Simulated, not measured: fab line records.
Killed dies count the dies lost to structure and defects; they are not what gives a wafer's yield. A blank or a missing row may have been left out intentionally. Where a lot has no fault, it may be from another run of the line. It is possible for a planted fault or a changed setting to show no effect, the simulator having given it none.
What tool caused it? -- flow berkeley cmos170 -- 12 lots with 36 wafers sampled at 2 steps, on a route of 331 steps

WHAT THE GAUGES READ, wafer by wafer
UCB170_NLDD_OVL_MEAS_07.
lot,measured,on,NLDD_OVL (nm)
L076,day 6 21:37,overlay-02,1 2 1
L078,day 7 09:46,overlay-02,-4 -2 -2
L080,day 7 11:53,overlay-01,4 6 6
L079,day 7 12:22,overlay-02,0 3 2
L086,day 8 15:23,overlay-02,2 5 9
L085,day 8 16:20,overlay-02,-4 -1 -8
L087,day 9 00:15,overlay-02,8 -2 2
L088,day 9 10:34,overlay-02,-7 -6 -10
L092,day 10 01:23,overlay-02,-8 5 4
L093,day 10 02:34,overlay-02,1 16 3
L095,day 10 08:33,overlay-02,7 9 7
L097,day 11 01:50,overlay-01,5 7 4

WHAT TOOL EACH LOT RAN ON (gives the tool, then ch and the chambers of the sampled wafers, and finally the start)
lot,UCB170_PLDD_STRIP_10
L076,"plasma asher-04 ch 0,1, day 6 19:24"
L078,"plasma asher-01 ch 1, day 7 08:20"
L080,"plasma asher-01 ch 0,1, day 7 10:15"
L079,"plasma asher-04 ch 0,1, day 7 10:46"
L086,"plasma asher-04 ch 0,1, day 8 13:49"
L085,"plasma asher-04 ch 0,1, day 8 14:55"
L087,"plasma asher-03 ch 1, day 8 22:11"
L088,"plasma asher-01 ch 0,1, day 9 08:27"
L092,"plasma asher-03 ch 0,1, day 9 22:38"
L093,"plasma asher-03 ch 0,1, day 9 23:05"
L095,"plasma asher-03 ch 0,1, day 10 06:35"
L097,"plasma asher-04 ch 0,1, day 11 00:32"
- UCB170_PLDD_STRIP_10: strips in O2.

THE ANSWER, worked out from the rows above alone
Rule: the lots themselves supply what counts as usual. Put in order of their means at a reading, lots are off if they are a third of the lots or fewer, leave a main group of 4 or more, and stand apart from it by a gap of 3 or more times the standard deviation of the main group's means; of several such gaps the widest counts. If all means in a main group match to the digits the tables above print for the reading, that group is not used. A lot without any number at a reading at which 4 lots or more have one is off too. Where the step has rows for the other lots, those lots are counted as sound.
No lot is off at any reading shown: from this, nothing can be told.

WHAT WAS PUT IN BY THE SIMULATOR
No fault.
